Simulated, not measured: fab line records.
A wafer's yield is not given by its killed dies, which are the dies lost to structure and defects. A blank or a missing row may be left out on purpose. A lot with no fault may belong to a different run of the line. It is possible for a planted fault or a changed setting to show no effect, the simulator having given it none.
The same fault as seen by 2 desks || flow berkeley-cmos170 || what lay behind the numbers comes last; until then each desk has only its own

== AT THE METROLOGY DESK ==
Means of the sampled wafers that have a number, per lot and without regard to the tool the lot ran on: this is what the gauges read. A lot is out of limits, marked OUT, if its mean lies more than 4 standard deviations from the usual mean; the brackets give that distance.
Columns: A = cd-nm at UCB170_PLDD_CD_MEAS_06, usual 1199.9 nm; B = cd-nm at UCB170_PSD_CD_MEAS_06, usual 1199.9 nm; C = NSD_OVL at UCB170_NSD_OVL_MEAS_07, usual 0 nm; D = NSD_TW at UCB170_NSD_TW_MEAS_10, usual 4195; E = NSD_RS at UCB170_SDANNEAL_RS_MEAS_03, usual 37.25 ohm/sq
{"lot": "L861", "first seen here": "day 6 16:05", "A": 1200.8, "B": 1202.6, "C": -8, "D": 4214, "E": 37.38}
{"lot": "L862", "first seen here": "day 6 16:06", "A": 1198.3, "B": 1197.7, "C": 10, "D": 4208, "E": 37.29}
{"lot": "L860", "first seen here": "day 6 16:12", "A": 1199.9, "B": 1198.4, "C": 10, "D": 4190, "E": 37.20}
{"lot": "L866", "first seen here": "day 7 09:38", "A": 1199.5, "B": 1201.0, "C": 0, "D": 4217, "E": 37.26}
{"lot": "L867", "first seen here": "day 7 15:25", "A": 1201.5, "B": 1200.2, "C": 1, "D": 4220, "E": 37.25}
{"lot": "L869", "first seen here": "day 8 12:39", "A": 1200.3, "B": 1200.3, "C": -0, "D": 4155, "E": 37.29}
{"lot": "L871", "first seen here": "day 8 22:57", "A": 1199.8, "B": 1198.1, "C": 8, "D": "3862 (-15) OUT", "E": "54.22 (+99 or more) OUT"}
{"lot": "L872", "first seen here": "day 8 23:41", "A": 1200.4, "B": 1198.7, "C": 5, "D": 4179, "E": 37.25}
{"lot": "L876", "first seen here": "day 9 14:02", "A": 1200.5, "B": 1200.7, "C": 2, "D": 4172, "E": 37.30}
{"lot": "L877", "first seen here": "day 9 14:23", "A": 1201.1, "B": 1198.6, "C": 1, "D": 4209, "E": 37.11}
{"lot": "L875", "first seen here": "day 9 14:40", "A": 1200.7, "B": 1200.3, "C": -6, "D": "3878 (-14) OUT", "E": "53.96 (+99 or more) OUT"}
{"lot": "L874", "first seen here": "day 9 14:48", "A": 1196.9, "B": 1201.2, "C": -2, "D": "3882 (-14) OUT", "E": "54.41 (+99 or more) OUT"}
{"lot": "L880", "first seen here": "day 10 07:43", "A": 1201.4, "B": 1199.6, "C": -4, "D": 4190, "E": 37.30}
{"lot": "L878", "first seen here": "day 10 08:01", "A": 1199.9, "B": 1199.9, "C": 5, "D": 4208, "E": 37.22}
{"lot": "L882", "first seen here": "day 10 13:59", "A": 1198.2, "B": 1200.9, "C": -3, "D": 4214, "E": 37.21}
This desk finds L871, L874, L875 out of limits, with the earliest case on L871 at day 9 08:26 (NSD_TW at UCB170_NSD_TW_MEAS_10). L861, L862, L860, L866, L867, L869, L872, L876, L877, L880, L878, L882: within limits.

== FOR THE TOOL OWNER'S DESK: implanter-01 ==
The tool's own readings at UCB170_NSD_IMPLANT_08, given as means over the sampled wafers that have a number, one for each lot that went through this tool. A lot is out of limits, marked OUT, if its mean lies more than 4 standard deviations from the usual mean; the brackets give that distance.
Columns: A = beam-on-s at UCB170_NSD_IMPLANT_08, usual 9.99 s; B = dose-ions-cm2 at UCB170_NSD_IMPLANT_08, usual 3e+15; C = end-station-pressure-torr at UCB170_NSD_IMPLANT_08, usual 1.25e-05 Torr; D = faraday-current-uA at UCB170_NSD_IMPLANT_08, usual 9267
{"lot": "L861", "first seen here": "day 7 04:01", "A": 9.93, "B": 3e+15, "C": 1.32e-05, "D": 9323}
{"lot": "L866", "first seen here": "day 7 19:32", "A": 9.76, "B": 3e+15, "C": 1.28e-05, "D": 9447}
{"lot": "L869", "first seen here": "day 8 23:01", "A": 10.07, "B": 3e+15, "C": 1.25e-05, "D": 9207}
{"lot": "L871", "first seen here": "day 9 08:12", "A": 9.96, "B": "2e+15 (-99 or more) OUT", "C": "9.17e-06 (-4.7) OUT", "D": "5088 (-23) OUT"}
{"lot": "L875", "first seen here": "day 10 00:35", "A": 10.22, "B": "2e+15 (-99 or more) OUT", "C": "9.03e-06 (-4.9) OUT", "D": "4962 (-24) OUT"}
{"lot": "L874", "first seen here": "day 10 00:54", "A": 10.16, "B": "2e+15 (-99 or more) OUT", "C": "9.37e-06 (-4.4) OUT", "D": "4991 (-24) OUT"}
This desk's verdict: out of limits on L871, L874, L875, starting with L871 at day 9 08:12 (dose-ions-cm2 at UCB170_NSD_IMPLANT_08). L861, L866, L869: within limits.

== TAKEN TOGETHER ==
At day 9 08:12, on L871, L874, L875, the tool owner's desk was in a position to raise an alarm.
On L871, L874, L875, the metrology desk was in a position to raise an alarm at day 9 08:26.
Of the lots named, all ran UCB170_NSD_IMPLANT_08 on implanter-01.

== WHAT THE SIMULATOR HAD PUT IN ==
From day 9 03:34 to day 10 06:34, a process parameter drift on implanter-01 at UCB170_NSD_IMPLANT_08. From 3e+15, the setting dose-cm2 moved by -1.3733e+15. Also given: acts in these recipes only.
Lots struck among those shown: L871, L874, L875.
Hours from the fault's start to each desk's first reading out of limits: the tool owner's desk, 5; the metrology desk, 5.
